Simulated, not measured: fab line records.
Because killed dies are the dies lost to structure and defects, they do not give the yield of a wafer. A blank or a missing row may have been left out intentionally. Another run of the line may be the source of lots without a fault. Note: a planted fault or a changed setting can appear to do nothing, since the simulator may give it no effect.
fab line records ; flow berkeley_cmos170
record: lots: 13; wafers: 39; last_day: 13
route steps=331 shown CONTACT@224 V1@268
lots that met no fault: from a run of the same line without faults
start_h: hours from the record's opening day to when the first of the lot's shown wafers began ; wait_h: hours since the lot's step before ; " the same as in the row above ; L1.1+2: a row that stands for several wafers ; - no value present, or no start provided ; * or withheld: withheld ; < > ~ a bound
route shown NAME@n: a module of which the file shows steps, and the number in the route of the first ; usual: average and standard deviation across the fault-free wafers ; same: alike in all rows ; chamber/n: place in a boat ; sites: per-site readings ; _std_site: standard deviation across them ; _edge_site: the outer-site mean with the inner-site mean subtracted ; radius_mm: for every site, how far away it sits from the centre of the wafer ; mask NAME#n: copy n ; behind: tool/chamber where the wafer was last shaped ; hold: cause of the lot's hold/its duration in hours/its outcome ; device: the transistor (n, p or np) that didn't switch ; end of line: tests run on the same wafers once the route is complete ; a step with no rows: only its recipe ; killed: count of dies lost to structure and defects at first sort (not the wafer's yield) ; map: a wafer's dies, x killed, . not, _ none there
set.NAME: the setting as run; set.NAME@STEP: as run at that earlier step ; model.NAME: the simulator's own value behind a step, which no gauge read
one table for each step of the route and one row for each wafer, over a sample of lots
services: when a tool's chamber went out of use (start_h, in hours from the record's first day, below 0 if earlier), for how many hours, and the reason
== steps ==
step: UCB170_CONTACT_RTA_08
recipe: temp_c: 900; time_s: 10; ambient: N2
usual: chamber_o2_ppm: 2.001/0.024; lamp_power_pct: 24.9/0.86; wafer_temp_C_max: 903.4/0.7
lot.wafer;tool;chamber;start_h;wait_h;chamber_o2_ppm;lamp_power_pct;wafer_temp_C_max
L430.1;rtp_anneal-02;0;151.45;0.0;1.981;25.7;902.7
L430.3;rtp_anneal-02;0;151.45;0.0;1.948;25.7;903.9
L430.4;rtp_anneal-02;0;151.45;0.0;2.004;25.7;903.6
L431.1;rtp_anneal-02;0;171.91;0.0;1.994;25.7;903.0
L431.4;rtp_anneal-02;0;171.91;0.0;2.036;25.7;903.9
L431.6;rtp_anneal-02;0;171.91;0.0;2.018;25.7;902.9
L433.1;rtp_anneal-02;0;174.80;0.0;2.006;25.7;902.2
L433.3;rtp_anneal-02;0;174.80;0.0;1.997;25.6;902.8
L433.5;rtp_anneal-02;0;174.80;0.0;2.003;25.7;903.1
L435.2;rtp_anneal-01;0;182.50;0.0;2.012;24.0;903.8
L435.3;rtp_anneal-01;0;182.50;0.0;2.022;24.0;902.9
L435.5;rtp_anneal-01;0;182.50;0.0;2.022;24.0;903.7
L439.1;rtp_anneal-02;0;201.70;0.1;1.998;25.7;903.1
L439.3;rtp_anneal-02;0;201.70;0.1;1.965;25.7;904.3
L439.4;rtp_anneal-02;0;201.70;0.1;1.975;25.7;904.1
L441.4;rtp_anneal-01;0;209.08;0.0;2.000;24.0;903.1
L441.5;rtp_anneal-01;0;209.08;0.0;1.990;23.9;902.5
L441.6;rtp_anneal-01;0;209.08;0.0;2.003;24.0;902.6
L444.2;rtp_anneal-02;0;247.52;0.0;2.017;25.7;904.0
L444.5;rtp_anneal-02;0;247.52;0.0;2.006;25.7;904.2
L444.6;rtp_anneal-02;0;247.52;0.0;1.983;25.7;903.8
L446.1;rtp_anneal-01;0;247.71;0.0;2.000;24.0;903.3
L446.2;rtp_anneal-01;0;247.71;0.0;2.004;23.9;903.0
L446.6;rtp_anneal-01;0;247.71;0.0;1.991;23.9;902.6
L448.1;rtp_anneal-01;0;257.50;0.0;2.005;23.9;904.1
L448.3;rtp_anneal-01;0;257.50;0.0;2.026;24.0;903.8
L448.6;rtp_anneal-01;0;257.50;0.0;2.022;23.9;904.9
L449.2;rtp_anneal-01;0;259.13;0.0;2.037;24.0;904.3
L449.3;rtp_anneal-01;0;259.13;0.0;1.992;24.0;903.4
L449.6;rtp_anneal-01;0;259.13;0.0;2.022;24.0;902.9
L451.1;rtp_anneal-02;0;275.49;0.0;1.970;25.7;903.8
L451.2;rtp_anneal-02;0;275.49;0.0;1.986;25.7;904.5
L451.6;rtp_anneal-02;0;275.49;0.0;1.997;25.7;903.2
L452.1;rtp_anneal-01;0;275.72;0.0;1.938;23.9;903.5
L452.2;rtp_anneal-01;0;275.72;0.0;1.966;23.9;903.6
L452.6;rtp_anneal-01;0;275.72;0.0;2.002;24.0;902.9
L453.3;rtp_anneal-02;0;283.50;0.0;2.021;25.7;904.9
L453.4;rtp_anneal-02;0;283.50;0.0;2.019;25.7;903.0
L453.6;rtp_anneal-02;0;283.50;0.0;2.013;25.7;905.2
step: UCB170_CONTACT_CD_MEAS_15
recipe: target_cd_nm: 700
usual: cd_nm: 700.1/1.3
lot.wafer;tool;chamber;start_h;wait_h;cd_nm
L430.1;cd_sem-01;-;152.52;-;699.5
L430.3;cd_sem-01;-;152.52;-;699.1
L430.4;cd_sem-01;-;152.52;-;699.9
L431.1;cd_sem-02;-;172.98;-;698.3
L431.4;cd_sem-02;-;172.98;-;698.1
L431.6;cd_sem-02;-;172.98;-;699.4
L433.1;cd_sem-01;-;181.26;-;701.6
L433.3;cd_sem-01;-;181.26;-;701.8
L433.5;cd_sem-01;-;181.26;-;701.2
L435.2;cd_sem-02;-;183.75;-;699.2
L435.3;cd_sem-02;-;183.75;-;699.3
L435.5;cd_sem-02;-;183.75;-;699.1
L439.1;cd_sem-01;-;202.90;-;700.1
L439.3;cd_sem-01;-;202.90;-;700.1
L439.4;cd_sem-01;-;202.90;-;701.3
L441.4;cd_sem-01;-;210.72;-;699.2
L441.5;cd_sem-01;-;210.72;-;700.7
L441.6;cd_sem-01;-;210.72;-;700.3
L444.2;cd_sem-01;-;248.43;-;697.4
L444.5;cd_sem-01;-;248.43;-;699.1
L444.6;cd_sem-01;-;248.43;-;698.7
L446.1;cd_sem-02;-;248.69;-;701.1
L446.2;cd_sem-02;-;248.69;-;699.9
L446.6;cd_sem-02;-;248.69;-;701.6
L448.1;cd_sem-02;-;258.93;-;702.6
L448.3;cd_sem-02;-;258.93;-;702.1
L448.6;cd_sem-02;-;258.93;-;702.1
L449.2;cd_sem-01;-;261.04;-;701.4
L449.3;cd_sem-01;-;261.04;-;699.8
L449.6;cd_sem-01;-;261.04;-;701.3
L451.1;cd_sem-01;-;276.59;-;699.4
L451.2;cd_sem-01;-;276.59;-;700.3
L451.6;cd_sem-01;-;276.59;-;699.8
L452.1;cd_sem-02;-;276.71;-;701.4
L452.2;cd_sem-02;-;276.71;-;701.8
L452.6;cd_sem-02;-;276.71;-;703.2
L453.3;cd_sem-01;-;284.67;-;700.5
L453.4;cd_sem-01;-;284.67;-;700.8
L453.6;cd_sem-01;-;284.67;-;699.9
step: UCB170_CONTACT_CD_MEAS_90
recipe: target_cd_nm: 700
usual: cd_nm: 699.7/1.5
lot.wafer;tool;chamber;start_h;wait_h;cd_nm
L430.1;cd_sem-02;-;152.94;0.1;699.5
L430.3;cd_sem-02;-;152.94;0.1;700.0
L430.4;cd_sem-02;-;152.94;0.1;699.3
L431.1;cd_sem-01;-;173.40;0.1;699.6
L431.4;cd_sem-01;-;173.40;0.1;698.4
L431.6;cd_sem-01;-;173.40;0.1;699.9
L433.1;cd_sem-01;-;181.68;0.1;700.5
L433.3;cd_sem-01;-;181.68;0.1;701.2
L433.5;cd_sem-01;-;181.68;0.1;699.9
L435.2;cd_sem-02;-;184.23;0.1;699.1
L435.3;cd_sem-02;-;184.23;0.1;698.3
L435.5;cd_sem-02;-;184.23;0.1;698.8
L439.1;cd_sem-02;-;203.32;0.1;700.3
L439.3;cd_sem-02;-;203.32;0.1;699.1
L439.4;cd_sem-02;-;203.32;0.1;701.2
L441.4;cd_sem-02;-;211.14;0.1;699.5
L441.5;cd_sem-02;-;211.14;0.1;700.3
L441.6;cd_sem-02;-;211.14;0.1;701.4
L444.2;cd_sem-02;-;248.86;0.1;697.6
L444.5;cd_sem-02;-;248.86;0.1;699.6
L444.6;cd_sem-02;-;248.86;0.1;696.9
L446.1;cd_sem-02;-;249.11;0.1;701.0
L446.2;cd_sem-02;-;249.11;0.1;699.2
L446.6;cd_sem-02;-;249.11;0.1;702.0
L448.1;cd_sem-01;-;259.35;0.1;701.6
L448.3;cd_sem-01;-;259.35;0.1;701.5
L448.6;cd_sem-01;-;259.35;0.1;701.5
L449.2;cd_sem-01;-;261.47;0.1;701.7
L449.3;cd_sem-01;-;261.47;0.1;699.3
L449.6;cd_sem-01;-;261.47;0.1;701.2
L451.1;cd_sem-01;-;277.01;0.1;698.3
L451.2;cd_sem-01;-;277.01;0.1;698.7
L451.6;cd_sem-01;-;277.01;0.1;699.5
L452.1;cd_sem-01;-;277.13;0.1;701.0
L452.2;cd_sem-01;-;277.13;0.1;701.6
L452.6;cd_sem-01;-;277.13;0.1;702.6
L453.3;cd_sem-01;-;285.09;0.1;698.8
L453.4;cd_sem-01;-;285.09;0.1;699.8
L453.6;cd_sem-01;-;285.09;0.1;699.0
step: UCB170_V1_ETCH_14
recipe: chemistry: CHF3/CF4/Ar; target: SiO2; stop_on: Al; CHF3_flow_sccm: 45; cf4_flow_sccm: 15; Ar_flow_sccm: 150; pressure_mtorr: 200; rf_w: 700; target_depth_a: 12500; over_etch_frac: 0.25; time_s: 291
usual: CHF3_flow_sccm: 45.00/0.13; drypump_motor_current_A: 5.8/0.53; oes_product_au: 0.879/0.01; rf_fwd_power_W: 698.4/2.2; throttle_valve_pct: 7.01/0.1
lot.wafer;tool;chamber;start_h;wait_h;CHF3_flow_sccm;drypump_motor_current_A;oes_product_au;rf_fwd_power_W;rf_hours_counter_h;throttle_valve_pct
L430.1;rie_diel-01;1;158.77;0.0;45.08;5.8;0.879;702.0;21;7.04
L430.3;rie_diel-01;0;158.77;0.0;44.82;6.1;0.876;699.5;15;7.01
L430.4;rie_diel-01;2;158.77;0.0;45.19;5.5;0.898;698.8;-;6.79
L431.1;rie_diel-04;0;180.17;0.0;44.98;6.2;0.876;696.8;98;6.99
L431.4;rie_diel-04;1;180.17;0.0;45.10;6.1;0.889;700.3;5;6.98
L431.6;rie_diel-04;3;180.17;0.0;45.28;4.8;0.887;698.3;-;7.14
L433.1;rie_diel-03;0;187.43;0.0;45.14;6.3;0.863;697.6;111;6.99
L433.3;rie_diel-03;2;187.43;0.0;44.88;5.2;0.885;699.2;105;7.06
L433.5;rie_diel-03;3;187.43;0.0;44.94;5.8;0.885;702.8;-;7.19
L435.2;rie_diel-03;3;191.35;0.0;45.03;5.8;0.875;697.0;86;7.19
L435.3;rie_diel-03;1;191.35;0.0;45.19;5.1;0.876;694.7;5;7.05
L435.5;rie_diel-03;2;191.35;0.0;45.17;5.2;0.874;696.1;-;7.07
L439.1;rie_diel-04;0;210.23;0.0;44.92;6.2;0.850;417.1;98;6.99
L439.3;rie_diel-04;1;210.23;0.0;44.92;6.1;0.890;703.0;6;6.99
L439.4;rie_diel-04;3;210.23;0.0;45.08;4.8;0.883;701.7;44;7.13
L441.4;rie_diel-03;1;216.39;0.0;45.07;5.1;0.876;699.7;6;7.05
L441.5;rie_diel-03;1;216.39;0.0;44.98;5.1;0.886;700.8;-;7.05
L441.6;rie_diel-03;2;216.39;0.0;45.08;5.3;0.874;699.2;-;7.07
L444.2;rie_diel-01;1;254.80;0.0;44.87;5.8;0.889;693.7;25;7.01
L444.5;rie_diel-01;3;254.80;0.0;45.20;5.4;0.884;694.7;-;6.94
L444.6;rie_diel-01;2;254.80;0.0;44.96;5.5;0.898;700.7;-;6.79
L446.1;rie_diel-03;2;256.40;0.0;44.96;5.3;0.877;697.0;108;7.07
L446.2;rie_diel-03;3;256.40;0.0;44.95;5.8;0.883;696.5;89;7.19
L446.6;rie_diel-03;2;256.40;0.0;44.85;5.3;0.877;698.8;-;7.06
L448.1;rie_diel-03;3;266.80;0.0;44.87;5.8;0.884;696.2;90;7.20
L448.3;rie_diel-03;1;266.80;0.0;44.94;5.1;0.881;700.2;8;7.06
L448.6;rie_diel-03;2;266.80;0.0;45.06;5.3;0.876;696.9;-;7.06
L449.2;rie_diel-03;0;267.80;0.0;45.08;6.3;0.868;700.0;114;6.97
L449.3;rie_diel-03;1;267.80;0.0;44.75;5.1;0.878;701.1;9;7.06
L449.6;rie_diel-03;0;267.80;0.0;44.80;6.3;0.865;697.6;-;6.96
L451.1;rie_diel-03;1;284.17;0.0;45.08;5.1;0.882;700.1;10;7.07
L451.2;rie_diel-03;3;284.17;0.0;44.76;5.8;0.882;697.3;91;7.19
L451.6;rie_diel-03;0;284.17;0.0;45.11;6.3;0.862;698.3;-;6.97
L452.1;rie_diel-04;3;284.51;0.0;45.11;4.9;0.882;702.5;46;7.13
L452.2;rie_diel-04;2;284.51;0.0;45.23;6.5;0.860;700.9;21;6.87
L452.6;rie_diel-04;2;284.51;0.0;45.23;6.4;0.865;697.9;-;6.88
L453.3;rie_diel-04;3;291.82;0.0;44.95;4.8;0.880;699.9;46;7.13
L453.4;rie_diel-04;2;291.82;0.0;45.02;6.4;0.858;700.0;21;6.90
L453.6;rie_diel-04;0;291.82;0.0;44.87;6.2;0.877;694.4;-;7.01
step: UCB170_V1_STRIP_15
recipe: chemistry: O2; power_w: 400; pressure_mtorr: 3500; platen_temp_c: withheld; o2_flow_sccm: 400; overash_fraction: 0.5
usual: drypump_motor_current_A: 5.8/0.35; oes_product_au: 0.722/0.0049; strip_time_to_endpoint_s: 15.33/0.11
lot.wafer;tool;chamber;start_h;wait_h;drypump_motor_current_A;oes_product_au;rf_hours_counter_h;strip_time_to_endpoint_s
L430.1;plasma_asher-02;1;158.95;0.1;6.1;0.718;46;15.12
L430.3;plasma_asher-02;0;158.95;0.1;6.4;0.715;-;15.38
L430.4;plasma_asher-02;1;158.95;0.1;6.1;0.727;-;15.26
L431.1;plasma_asher-01;0;180.35;0.1;6.2;0.716;38;15.45
L431.4;plasma_asher-01;0;180.35;0.1;6.2;0.731;-;15.35
L431.6;plasma_asher-01;1;180.35;0.1;5.5;0.729;-;15.18
L433.1;plasma_asher-03;0;187.61;0.1;5.9;0.726;8;15.35
L433.3;plasma_asher-03;0;187.61;0.1;5.9;0.719;-;15.44
L433.5;plasma_asher-03;1;187.61;0.1;5.4;0.727;-;15.25
L435.2;plasma_asher-02;0;191.53;0.1;6.4;0.718;49;15.31
L435.3;plasma_asher-02;1;191.53;0.1;6.1;0.718;-;15.46
L435.5;plasma_asher-02;0;191.53;0.1;6.4;0.725;-;15.40
L439.1;plasma_asher-01;1;210.41;0.1;5.5;0.725;41;16.74
L439.3;plasma_asher-01;0;210.41;0.1;6.2;0.723;-;15.25
L439.4;plasma_asher-01;1;210.41;0.1;5.5;0.719;-;15.14
L441.4;plasma_asher-02;1;216.60;0.1;6.2;0.729;-;15.57
L441.5;plasma_asher-02;1;216.60;0.1;6.2;0.726;-;15.47
L441.6;plasma_asher-02;0;216.60;0.1;6.4;0.716;-;15.52
L444.2;plasma_asher-02;0;254.98;0.1;6.4;0.723;54;15.19
L444.5;plasma_asher-02;0;254.98;0.1;6.4;0.723;-;15.19
L444.6;plasma_asher-02;1;254.98;0.1;6.2;0.716;-;15.21
L446.1;plasma_asher-01;0;256.58;0.1;6.2;0.723;46;15.44
L446.2;plasma_asher-01;1;256.58;0.1;5.5;0.725;46;15.32
L446.6;plasma_asher-01;0;256.58;0.1;6.2;0.723;-;15.40
L448.1;plasma_asher-03;1;266.98;0.1;5.5;0.722;15;15.39
L448.3;plasma_asher-03;1;266.98;0.1;5.5;0.724;-;15.41
L448.6;plasma_asher-03;0;266.98;0.1;5.8;0.718;-;15.32
L449.2;plasma_asher-02;1;267.98;0.1;6.2;0.720;56;15.33
L449.3;plasma_asher-02;1;267.98;0.1;6.2;0.714;-;15.46
L449.6;plasma_asher-02;1;267.98;0.1;6.1;0.715;-;15.25
L451.1;plasma_asher-03;0;284.35;0.1;5.9;0.719;17;15.51
L451.2;plasma_asher-03;1;284.35;0.1;5.5;0.711;17;15.27
L451.6;plasma_asher-03;1;284.35;0.1;5.5;0.720;-;15.23
L452.1;plasma_asher-01;1;284.69;0.1;5.5;0.727;49;15.24
L452.2;plasma_asher-01;0;284.69;0.1;6.2;0.725;49;15.29
L452.6;plasma_asher-01;1;284.69;0.1;5.5;0.724;-;15.25
L453.3;plasma_asher-03;0;292.03;0.1;5.8;0.731;-;15.30
L453.4;plasma_asher-03;1;292.03;0.1;5.5;0.710;-;15.33
L453.6;plasma_asher-03;0;292.03;0.1;5.8;0.721;-;15.45
step: UCB170_V1_CD_MEAS_90
recipe: target_cd_nm: 700
usual: cd_nm: 699.1/1.4
lot.wafer;tool;chamber;start_h;wait_h;cd_nm
L430.1;cd_sem-01;-;159.05;0.1;699.1
L430.3;cd_sem-01;-;159.05;0.1;700.6
L430.4;cd_sem-01;-;159.05;0.1;699.5
L431.1;cd_sem-01;-;180.45;0.1;696.5
L431.4;cd_sem-01;-;180.45;0.1;696.7
L431.6;cd_sem-01;-;180.45;0.1;696.9
L433.1;cd_sem-02;-;187.71;0.1;699.7
L433.3;cd_sem-02;-;187.71;0.1;700.9
L433.5;cd_sem-02;-;187.71;0.1;700.1
L435.2;cd_sem-02;-;191.65;0.1;700.3
L435.3;cd_sem-02;-;191.65;0.1;699.1
L435.5;cd_sem-02;-;191.65;0.1;700.3
L439.1;cd_sem-01;-;210.51;0.1;692.4
L439.3;cd_sem-01;-;210.51;0.1;698.4
L439.4;cd_sem-01;-;210.51;0.1;698.3
L441.4;cd_sem-02;-;216.73;0.1;697.4
L441.5;cd_sem-02;-;216.73;0.1;698.6
L441.6;cd_sem-02;-;216.73;0.1;698.2
L444.2;cd_sem-01;-;255.10;0.1;696.4
L444.5;cd_sem-01;-;255.10;0.1;698.8
L444.6;cd_sem-01;-;255.10;0.1;698.9
L446.1;cd_sem-01;-;256.68;0.1;698.0
L446.2;cd_sem-01;-;256.68;0.1;698.2
L446.6;cd_sem-01;-;256.68;0.1;697.9
L448.1;cd_sem-01;-;267.08;0.1;698.2
L448.3;cd_sem-01;-;267.08;0.1;700.2
L448.6;cd_sem-01;-;267.08;0.1;699.8
L449.2;cd_sem-01;-;268.10;0.1;698.4
L449.3;cd_sem-01;-;268.10;0.1;698.4
L449.6;cd_sem-01;-;268.10;0.1;697.9
L451.1;cd_sem-01;-;284.45;0.1;698.6
L451.2;cd_sem-01;-;284.45;0.1;699.2
L451.6;cd_sem-01;-;284.45;0.1;696.5
L452.1;cd_sem-02;-;284.79;0.1;699.2
L452.2;cd_sem-02;-;284.79;0.1;698.3
L452.6;cd_sem-02;-;284.79;0.1;698.0
L453.3;cd_sem-02;-;292.14;0.1;698.9
L453.4;cd_sem-02;-;292.14;0.1;698.0
L453.6;cd_sem-02;-;292.14;0.1;698.2
== services ==
tool;chamber;start_h;hours;kind
rie_diel-04;-;148.43;0.4;repair
rie_diel-01;3;156.14;8.5;repair
rtp_anneal-01;-;175.86;2.7;pm
rie_diel-01;2;201.66;5.5;repair
rie_diel-04;-;205.63;1.6;repair
rie_diel-01;0;215.21;3.0;repair
plasma_asher-03;-;218.62;8.3;repair
rie_diel-04;-;227.21;1.6;repair
rie_diel-03;0;231.49;7.6;repair
plasma_asher-02;-;236.25;7.7;repair
rie_diel-04;0;251.14;3.5;repair
rie_diel-03;2;268.78;4.2;repair
rie_diel-03;-;275.42;0.5;repair
== key ==
first_sign: step: UCB170_V1_ETCH_14; reading: rf_fwd_power_W; direction: down; sigmas: 99+; usual: 698.4; struck: 417.1
effect: step: UCB170_V1_STRIP_15; reading: strip_time_to_endpoint_s; direction: up; sigmas: 12; usual: *; struck: *
effect: step: UCB170_V1_CD_MEAS_90; reading: cd_nm; direction: down; sigmas: 4.7; usual: 699.1; struck: 692.4
met_at UCB170_V1_ETCH_14
struck_lots L439
struck_wafers L439.1
later_rows_left_out L439.1
sort_left_out L439.1
not_acting_at UCB170_CONTACT_RTA_08,UCB170_CONTACT_CD_MEAS_15,UCB170_CONTACT_CD_MEAS_90
onset_between 180.17 210.23
fault: kind: process_parameter_drift; tool: rie_diel-04; chamber: 0; onset_h: 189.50; steps: UCB170_V1_ETCH_14; channel: rf_w; offset: -280; shape: step; end_h: 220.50; acts_in: these_recipes_only; stated: 700
sort_left_out: the simulated sort isn't trusted on such a fault, so these wafers' sort isn't shown, and their yield isn't known
later_rows_left_out: the simulator's readings of these wafers behind a module that went badly wrong aren't trusted and aren't shown, but for the sort
